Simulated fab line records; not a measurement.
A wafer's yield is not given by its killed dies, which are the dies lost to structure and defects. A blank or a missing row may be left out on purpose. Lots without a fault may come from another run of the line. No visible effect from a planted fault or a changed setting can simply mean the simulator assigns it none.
fab line records ; flow rit_cmos
record: lots: 14; wafers: 42; last_day: 7
route steps=202 shown NRETRO@62 NSD@140 CONTACT@168 M1@202
lots untouched by any fault: they come from a run of this same line in which no faults occurred
start_h: start of the lot's first displayed wafer, in hours after the record's first day ; wait_h: how many hours have passed since the lot's step before this one ; " identical to the entry in the row above ; L1.1+2: a single row standing in for several wafers ; - no value present, or no start provided ; * or withheld: withheld ; < > ~ a bound
route shown NAME@n: names a module that has steps shown in the file, with the first one's number in the route ; usual: average and standard deviation across the fault-free wafers ; same: alike in all rows ; chamber/n: place in a boat ; sites: readings site by site ; _std_site: how widely they spread, as a standard deviation ; _edge_site: the outer-site mean with the inner-site mean subtracted ; radius_mm: how far each site lies from the wafer's centre ; mask NAME#n: copy n ; behind: tool/chamber where the wafer was last shaped ; hold: reason for holding the lot/hours on hold/outcome of the hold ; device: names the non-switching transistor (n, p or np) ; end of line: tests run on the same wafers once the route is complete ; a step without rows: its recipe alone ; killed: dies that structure and defects cost at the first sort, which is not the same as the wafer's yield ; map: per-die view of a wafer (x killed, . not killed, _ where there is no die)
set.NAME: the setting the step ran with; set.NAME@STEP: the setting that earlier step ran with ; model.NAME: the simulator's own value behind a step, which no gauge read
the route's steps for a sample of lots (tables are steps, rows are wafers)
services: the hour from which a tool's chamber was out of use, counted from the record's first day as start_h (under 0 if before that day), plus the number of hours and why
== steps ==
step: RIT_NRETRO_STRIP_09
recipe: chemistry: O2; time_s: 180; resist: NOVOLAK; platen_temp_c: withheld; power_w: 500; pressure_mtorr: 4000; o2_flow_sccm: 4000
usual: drypump_motor_current_A: 5.7/0.57; rf_refl_power_W: 5.7/1.7
lot.wafer;tool;chamber;start_h;wait_h;drypump_motor_current_A;rf_hours_counter_h;rf_refl_power_W
L925.4;plasma_asher-03;0;34.80;0.1;4.9;-;8.1
L925.5;plasma_asher-03;1;34.80;0.1;6.0;-;3.9
L925.6;plasma_asher-03;0;34.80;0.1;4.9;-;8.1
L926.1;plasma_asher-01;1;40.27;0.1;6.0;39;7.2
L926.3;plasma_asher-01;0;40.27;0.1;5.2;-;4.4
L926.5;plasma_asher-01;0;40.27;0.1;5.2;-;4.6
L927.2;plasma_asher-04;1;45.51;0.1;6.5;40;6.3
L927.3;plasma_asher-04;0;45.51;0.1;5.8;-;4.4
L927.5;plasma_asher-04;1;45.51;0.1;6.5;-;6.3
L928.1;plasma_asher-03;0;49.85;0.1;4.9;24;7.7
L928.4;plasma_asher-03;1;49.85;0.1;6.1;-;4.0
L928.6;plasma_asher-03;0;49.85;0.1;4.9;-;8.0
L929.2;plasma_asher-04;1;54.53;0.1;6.5;42;6.8
L929.3;plasma_asher-04;1;54.53;0.1;6.6;-;6.2
L929.4;plasma_asher-04;0;54.53;0.1;5.8;-;4.5
L930.2;plasma_asher-03;0;59.24;0.1;4.9;25;7.9
L930.3;plasma_asher-03;0;59.24;0.1;4.9;-;8.0
L930.4;plasma_asher-03;1;59.24;0.1;6.1;-;3.9
L931.1;plasma_asher-03;0;64.71;0.1;4.9;25;7.7
L931.3;plasma_asher-03;0;64.71;0.1;4.9;-;7.7
L931.6;plasma_asher-03;1;64.71;0.1;6.1;-;3.6
L933.1;plasma_asher-03;0;75.22;0.1;4.9;27;8.2
L933.3;plasma_asher-03;1;75.22;0.1;6.0;-;3.8
L933.6;plasma_asher-03;1;75.22;0.1;6.1;-;3.9
L935.4;plasma_asher-03;0;85.11;0.1;4.9;-;8.1
L935.5;plasma_asher-03;1;85.11;0.1;6.1;-;3.8
L935.6;plasma_asher-03;0;85.11;0.1;4.9;-;8.0
L936.2;plasma_asher-03;0;90.23;0.1;4.9;29;7.7
L936.4;plasma_asher-03;0;90.23;0.1;4.9;-;8.0
L936.6;plasma_asher-03;0;90.23;0.1;4.9;-;7.9
L937.3;plasma_asher-03;1;95.40;0.1;6.1;-;3.6
L937.5;plasma_asher-03;1;95.40;0.1;6.1;-;3.8
L937.6;plasma_asher-03;0;95.40;0.1;5.0;-;7.6
L938.3;plasma_asher-03;0;100.61;0.1;4.9;-;7.8
L938.4;plasma_asher-03;1;100.61;0.1;6.1;-;3.8
L938.5;plasma_asher-03;1;100.61;0.1;6.0;-;3.8
L943.3;plasma_asher-04;0;126.11;0.1;5.8;-;4.7
L943.5;plasma_asher-04;0;126.11;0.1;5.8;-;4.5
L943.6;plasma_asher-04;1;126.11;0.1;6.5;-;6.2
L946.3;plasma_asher-03;0;140.61;0.1;4.9;-;8.0
L946.4;plasma_asher-03;1;140.61;0.1;6.0;-;3.9
L946.6;plasma_asher-03;0;140.61;0.1;4.9;-;7.9
step: RIT_NSD_STRIP_09
recipe: chemistry: O2; time_s: 180; resist: NOVOLAK; platen_temp_c: withheld; power_w: 500; pressure_mtorr: 4000; o2_flow_sccm: 4000
usual: drypump_motor_current_A: 5.8/0.48; rf_refl_power_W: 5.7/1.2
lot.wafer;tool;chamber;start_h;wait_h;drypump_motor_current_A;rf_hours_counter_h;rf_refl_power_W
L925.4;plasma_asher-01;0;51.56;0.1;5.2;-;4.5
L925.5;plasma_asher-01;0;51.56;0.1;5.2;-;4.5
L925.6;plasma_asher-01;1;51.56;0.1;6.0;-;7.0
L926.1;plasma_asher-01;0;58.30;0.1;5.2;41;4.4
L926.3;plasma_asher-01;1;58.30;0.1;5.9;-;7.1
L926.5;plasma_asher-01;1;58.30;0.1;6.0;-;6.9
L927.2;plasma_asher-01;1;64.47;0.1;5.9;42;7.0
L927.3;plasma_asher-01;1;64.47;0.1;5.9;-;6.9
L927.5;plasma_asher-01;0;64.47;0.1;5.2;-;4.5
L928.1;plasma_asher-04;0;67.94;0.1;5.8;44;4.2
L928.4;plasma_asher-04;1;67.94;0.1;6.5;-;6.6
L928.6;plasma_asher-04;1;67.94;0.1;6.5;-;6.5
L929.2;plasma_asher-04;1;71.68;0.1;6.4;44;6.6
L929.3;plasma_asher-04;1;71.68;0.1;6.5;-;6.3
L929.4;plasma_asher-04;0;71.68;0.1;5.8;-;4.5
L930.2;plasma_asher-04;1;76.43;0.1;6.5;45;6.6
L930.3;plasma_asher-04;0;76.43;0.1;5.8;-;4.4
L930.4;plasma_asher-04;1;76.43;0.1;6.5;-;6.5
L931.1;plasma_asher-04;0;83.05;0.1;5.8;46;4.4
L931.3;plasma_asher-04;1;83.05;0.1;6.5;-;6.7
L931.6;plasma_asher-04;1;83.05;0.1;6.5;-;6.6
L933.1;plasma_asher-04;0;92.20;0.1;5.8;47;4.3
L933.3;plasma_asher-04;1;92.20;0.1;6.4;-;6.3
L933.6;plasma_asher-04;1;92.20;0.1;6.5;-;6.5
L935.4;plasma_asher-01;1;102.68;0.1;6.0;-;7.0
L935.5;plasma_asher-01;0;102.68;0.1;5.2;-;4.5
L935.6;plasma_asher-01;1;102.68;0.1;6.0;-;7.0
L936.2;plasma_asher-01;0;112.35;0.2;5.2;49;4.4
L936.4;plasma_asher-01;1;112.35;0.2;5.9;-;7.1
L936.6;plasma_asher-01;1;112.35;0.2;5.9;-;6.9
L937.3;plasma_asher-01;0;114.36;0.1;5.2;-;4.5
L937.5;plasma_asher-01;1;114.36;0.1;5.9;-;6.9
L937.6;plasma_asher-01;0;114.36;0.1;5.2;-;4.4
L938.3;plasma_asher-02;0;117.96;0.1;6.1;-;8.1
L938.4;plasma_asher-02;1;117.96;0.1;4.9;-;6.7
L938.5;plasma_asher-02;1;117.96;0.1;4.9;-;6.5
L943.3;plasma_asher-01;0;143.99;0.1;5.2;-;4.5
L943.5;plasma_asher-01;0;143.99;0.1;5.2;-;4.5
L943.6;plasma_asher-01;1;143.99;0.1;6.0;-;6.9
L946.3;plasma_asher-04;1;157.77;0.1;6.5;-;6.5
L946.4;plasma_asher-04;0;157.77;0.1;5.8;-;4.7
L946.6;plasma_asher-04;0;157.77;0.1;5.8;-;4.2
step: RIT_CONTACT_CVD_00
recipe: material: SiO2; target_thk_nm: 400; precursor: TEOS; temp_c: 390; time_s: 61; rf_w: 400
usual: heater_power_w: 292/70; run_length_s: 89.0/0.45
lot.wafer;tool;chamber;start_h;wait_h;heater_power_w;run_length_s
L925.4;pecvd-04;0;54.60;0.0;310;88.7
L925.5;pecvd-04;2;54.60;0.0;502;88.6
L925.6;pecvd-04;1;54.60;0.0;252;88.9
L926.1;pecvd-03;0;61.50;0.1;265;89.8
L926.3;pecvd-03;2;61.50;0.1;236;88.7
L926.5;pecvd-03;1;61.50;0.1;298;89.1
L927.2;pecvd-01;1;67.75;0.0;251;88.8
L927.3;pecvd-01;1;67.75;0.0;174;88.9
L927.5;pecvd-01;1;67.75;0.0;195;88.7
L928.1;pecvd-04;2;71.04;0.1;452;88.3
L928.4;pecvd-04;1;71.04;0.1;269;88.6
L928.6;pecvd-04;2;71.04;0.1;467;88.6
L929.2;pecvd-03;2;74.76;0.0;280;88.6
L929.3;pecvd-03;1;74.76;0.0;296;89.2
L929.4;pecvd-03;0;74.76;0.0;262;90.2
L930.2;pecvd-01;1;79.63;0.0;238;88.7
L930.3;pecvd-01;0;79.63;0.0;304;88.8
L930.4;pecvd-01;1;79.63;0.0;252;88.9
L931.1;pecvd-04;1;86.14;0.1;225;88.8
L931.3;pecvd-04;2;86.14;0.1;430;88.3
L931.6;pecvd-04;0;86.14;0.1;319;88.7
L933.1;pecvd-01;1;95.40;0.1;221;88.7
L933.3;pecvd-01;2;95.40;0.1;305;88.5
L933.6;pecvd-01;1;95.40;0.1;234;88.5
L935.4;pecvd-03;1;105.85;0.0;268;89.0
L935.5;pecvd-03;2;105.85;0.0;269;69.4
L935.6;pecvd-03;0;105.85;0.0;256;90.4
L936.2;pecvd-01;0;115.43;0.0;330;89.2
L936.4;pecvd-01;2;115.43;0.0;234;88.9
L936.6;pecvd-01;0;115.43;0.0;341;89.0
L937.3;pecvd-04;0;117.42;0.0;337;88.5
L937.5;pecvd-04;0;117.42;0.0;254;88.8
L937.6;pecvd-04;1;117.42;0.0;255;88.9
L938.3;pecvd-03;0;121.13;0.1;235;90.4
L938.4;pecvd-03;2;121.13;0.1;254;69.9
L938.5;pecvd-03;2;121.13;0.1;260;69.5
L943.3;pecvd-04;0;147.16;0.0;308;88.6
L943.5;pecvd-04;1;147.16;0.0;259;89.5
L943.6;pecvd-04;0;147.16;0.0;313;88.6
L946.3;pecvd-04;0;160.91;0.0;340;88.5
L946.4;pecvd-04;2;160.91;0.0;476;88.6
L946.6;pecvd-04;1;160.91;0.0;280;88.7
step: RIT_CONTACT_THK_MEAS_01
recipe: reads: SiO2_of_CONTACT_CVD_00
usual: CONTACT_TEOS_THK: 398/5.8
lot.wafer;tool;chamber;start_h;wait_h;CONTACT_TEOS_THK[nm]
L925.4;film_metro-01;-;54.66;0.0;404
L925.5;film_metro-01;-;54.66;0.0;397
L925.6;film_metro-01;-;54.66;0.0;394
L926.1;film_metro-04;-;61.55;0.0;394
L926.3;film_metro-04;-;61.55;0.0;395
L926.5;film_metro-04;-;61.55;0.0;403
L927.2;film_metro-01;-;67.83;0.1;395
L927.3;film_metro-01;-;67.83;0.1;400
L927.5;film_metro-01;-;67.83;0.1;401
L928.1;film_metro-02;-;71.09;0.0;392
L928.4;film_metro-02;-;71.09;0.0;393
L928.6;film_metro-02;-;71.09;0.0;403
L929.2;film_metro-02;-;74.82;0.0;393
L929.3;film_metro-02;-;74.82;0.0;394
L929.4;film_metro-02;-;74.82;0.0;401
L930.2;film_metro-02;-;79.69;0.0;396
L930.3;film_metro-02;-;79.69;0.0;399
L930.4;film_metro-02;-;79.69;0.0;403
L931.1;film_metro-01;-;86.19;0.0;394
L931.3;film_metro-01;-;86.19;0.0;396
L931.6;film_metro-01;-;86.19;0.0;407
L933.1;film_metro-04;-;95.45;0.0;395
L933.3;film_metro-04;-;95.45;0.0;390
L933.6;film_metro-04;-;95.45;0.0;403
L935.4;film_metro-01;-;105.91;0.0;410
L935.5;film_metro-01;-;105.91;0.0;274
L935.6;film_metro-01;-;105.91;0.0;409
L936.2;film_metro-02;-;115.49;0.0;390
L936.4;film_metro-02;-;115.49;0.0;398
L936.6;film_metro-02;-;115.49;0.0;397
L937.3;film_metro-04;-;117.49;0.0;398
L937.5;film_metro-04;-;117.49;0.0;404
L937.6;film_metro-04;-;117.49;0.0;393
L938.3;film_metro-02;-;121.20;0.0;405
L938.4;film_metro-02;-;121.20;0.0;275
L938.5;film_metro-02;-;121.20;0.0;280
L943.3;film_metro-04;-;147.23;0.0;403
L943.5;film_metro-04;-;147.23;0.0;395
L943.6;film_metro-04;-;147.23;0.0;412
L946.3;film_metro-02;-;160.99;0.0;403
L946.4;film_metro-02;-;160.99;0.0;397
L946.6;film_metro-02;-;160.99;0.0;393
step: RIT_M1_PROBE_99
usual: killed_at_M0_to_M3: 0.0/0.16; killed_at_contacts: 0.1/0.3; killed_at_front_end: 7.1/3; killed_dies: 7.3/3; killed_on_rim: 1.9/1.3; killed_open: 3.6/2; killed_short: 3.5/1.9
same: gross_dies: 264; killed_at_M4_up: 0; killed_at_back_side: 0; killed_at_other: 0
lot.wafer;tool;chamber;start_h;wait_h;killed_at_M0_to_M3;killed_at_contacts;killed_at_front_end;killed_dies;killed_on_rim;killed_open;killed_short
L929.2;prober-02;-;81.20;0.1;0;0;6;6;1;5;1
L929.3;prober-02;-;81.25;0.2;0;0;13;13;1;9;4
L929.4;prober-02;-;81.30;0.2;0;0;5;5;2;3;2
L935.4;prober-02;-;112.69;0.2;0;0;6;6;3;4;2
L935.5;prober-02;-;112.74;0.2;0;0;6;6;1;4;2
L935.6;prober-02;-;112.79;0.2;0;0;10;10;2;3;7
L936.2;prober-01;-;122.20;0.1;0;0;4;4;2;2;2
L936.4;prober-01;-;122.30;0.2;0;0;7;7;1;4;3
L936.6;prober-01;-;122.40;0.2;0;0;11;11;1;3;8
L938.3;prober-01;-;128.77;0.2;0;0;5;5;1;3;2
L938.4;prober-01;-;128.82;0.2;0;0;9;9;2;2;7
L938.5;prober-01;-;128.87;0.2;0;0;4;4;1;1;3
L943.3;prober-02;-;154.16;0.2;0;0;6;6;3;3;3
L943.5;prober-02;-;154.26;0.2;0;0;4;4;2;3;1
L943.6;prober-02;-;154.31;0.2;0;2;7;9;1;4;5
killed by level:class
L929.2 GATE:geometric_particle:open=3 FOX2:geometric_particle:open=1 GATE:geometric_particle:short=1 SPACER:geometric_particle:open=1
L929.3 GATE:geometric_particle:open=5 FOX1:geometric_particle:open=2 FOX1:geometric_particle:short=1 FOX2:geometric_particle:open=1 FOX2:geometric_particle:short=1 GATE:geometric_particle:short=1 REOX:geometric_particle:short=1 SPACER:geometric_particle:open=1
L929.4 GATE:geometric_particle:open=2 FOX1:geometric_particle:short=1 FOX2:geometric_particle:open=1 GATE:geometric_particle:short=1
L935.4 GATE:geometric_particle:open=2 REOX:geometric_particle:short=2 SPACER:geometric_particle:open=2
L935.5 GATE:geometric_particle:open=4 GATE:geometric_particle:short=1 SILICIDE:geometric_particle:short=1
L935.6 GATE:geometric_particle:short=6 GATE:geometric_particle:open=3 SPACER:geometric_particle:short=1
L936.2 GATE:geometric_particle:short=2 FOX1:geometric_particle:open=1 REOX:geometric_particle:open=1
L936.4 GATE:geometric_particle:open=2 FOX2:geometric_particle:short=1 GATE:geometric_particle:short=1 REOX:geometric_particle:short=1 REOX:geometric_particle:open=1 SPACER:geometric_particle:open=1
L936.6 FOX1:geometric_particle:open=2 FOX1:geometric_particle:short=2 SPACER:geometric_particle:short=2 REOX:geometric_particle:short=2 GATE:geometric_particle:short=1 GATE:geometric_particle:open=1 SILICIDE:geometric_particle:short=1
L938.3 SPACER:geometric_particle:open=2 FOX1:geometric_particle:short=1 GATE:geometric_particle:open=1 SPACER:geometric_particle:short=1
L938.4 FOX2:geometric_particle:short=2 GATE:geometric_particle:short=2 FOX1:geometric_particle:open=1 FOX1:geometric_particle:short=1 GATE:geometric_particle:open=1 REOX:geometric_particle:short=1 SPACER:geometric_particle:short=1
L938.5 SPACER:geometric_particle:short=2 FOX2:geometric_particle:open=1 GATE:geometric_particle:short=1
L943.3 GATE:geometric_particle:open=2 GATE:geometric_particle:short=2 SPACER:geometric_particle:open=1 SILICIDE:geometric_particle:short=1
L943.5 GATE:geometric_particle:open=1 GATE:geometric_particle:short=1 SPACER:geometric_particle:open=1 SILICIDE:geometric_particle:open=1
L943.6 GATE:geometric_particle:open=3 CONTACT:geometric_particle:short=2 FOX1:geometric_particle:short=1 GATE:geometric_particle:short=1 SILICIDE:geometric_particle:short=1 SILICIDE:geometric_particle:open=1
== services ==
tool;chamber;start_h;hours;kind
pecvd-01;0;35.06;5.6;repair
plasma_asher-03;-;44.61;4.5;repair
pecvd-01;2;65.10;3.7;repair
plasma_asher-02;-;108.75;9.0;pm
plasma_asher-02;0;108.75;9.0;vent_cycle
plasma_asher-02;1;108.75;9.0;vent_cycle
plasma_asher-03;-;110.13;0.6;repair
plasma_asher-02;0;117.75;-;clean
plasma_asher-02;1;117.75;-;clean
pecvd-03;1;118.79;34.4;repair
plasma_asher-02;-;120.17;14.6;pm
pecvd-03;0;150.90;11.9;repair
== key ==
first_sign: step: RIT_CONTACT_CVD_00; reading: run_length_s; direction: down; sigmas: 43; usual: *; struck: *
effect: step: RIT_CONTACT_THK_MEAS_01; reading: CONTACT_TEOS_THK; direction: down; sigmas: 21; usual: 398; struck: 276
met_at RIT_CONTACT_CVD_00
struck_lots L935,L938
struck_wafers L935.5,L938.4,L938.5
tester_left_out L935,L938
not_acting_at RIT_NRETRO_STRIP_09,RIT_NSD_STRIP_09
onset_between 74.76 105.85
fault: kind: process_parameter_drift; tool: pecvd-03; chamber: 2; onset_h: 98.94; steps: RIT_CONTACT_CVD_00; channel: time_s; offset: *; shape: step; end_h: 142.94; stated: *
tester_left_out: of these lots the tester's yield and bins aren't shown, on N5 and GAA mostly nor the transistor test; their killed dies are dies lost to structure and defects alone, not to doping, threshold or leakage, so they don't give the yield
